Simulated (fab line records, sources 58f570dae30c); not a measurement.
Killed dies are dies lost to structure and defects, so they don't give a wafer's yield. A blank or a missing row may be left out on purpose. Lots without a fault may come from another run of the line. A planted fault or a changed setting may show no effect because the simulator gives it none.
Which tool did it? | flow berkeley_cmos170 | 6 lots, 18 wafers sampled, at 2 steps of a route of 331

WHAT THE GAUGES READ, wafer by wafer
UCB170_PFIELD_OVL_MEAS_06.
lot  | measured    | on         | PFIELD_OVL (nm)
L880 | day 5 07:50 | overlay-01 | 0 -3 -1
L884 | day 5 22:07 | overlay-01 | -4 -2 -14
L890 | day 7 09:26 | overlay-01 | -2 -2 -3
L894 | day 7 18:41 | overlay-01 | -8 -7 -5
L896 | day 8 01:30 | overlay-01 | -9 -6 -11
L899 | day 9 05:02 | overlay-02 | -2 1 -1

WHICH TOOL RAN EACH LOT (tool, then ch and the chambers of the sampled wafers, then the start)
lot  | UCB170_PFIELD_EXPOSE_03
L880 | krf_scanner-01 ch 0, day 5 07:27
L884 | krf_scanner-02 ch 0, day 5 21:07
L890 | krf_scanner-02 ch 0, day 7 08:55
L894 | krf_scanner-01 ch 0, day 7 18:17
L896 | krf_scanner-01 ch 0, day 8 00:59
L899 | krf_scanner-02 ch 0, day 9 03:56
- UCB170_PFIELD_EXPOSE_03: exposes mask PFIELD, target cd 1500 nm.

THE ANSWER, worked out from the rows above alone
Rule: what is usual is taken from the lots themselves. Put in order of their means at a reading, lots are off if they are a third of the lots or fewer, leave a main group of 4 or more, and stand apart from it by a gap of 3 or more times the standard deviation of the main group's means; of several such gaps the widest counts. A main group whose means are all the same, to the digits that the tables above print for the reading, isn't used. A lot without any number at a reading at which 4 lots or more have one is off too. The other lots that the step has rows for count as sound.
No lot is off at any reading shown: from this, nothing can be told.

WHAT THE SIMULATOR HAD PUT IN
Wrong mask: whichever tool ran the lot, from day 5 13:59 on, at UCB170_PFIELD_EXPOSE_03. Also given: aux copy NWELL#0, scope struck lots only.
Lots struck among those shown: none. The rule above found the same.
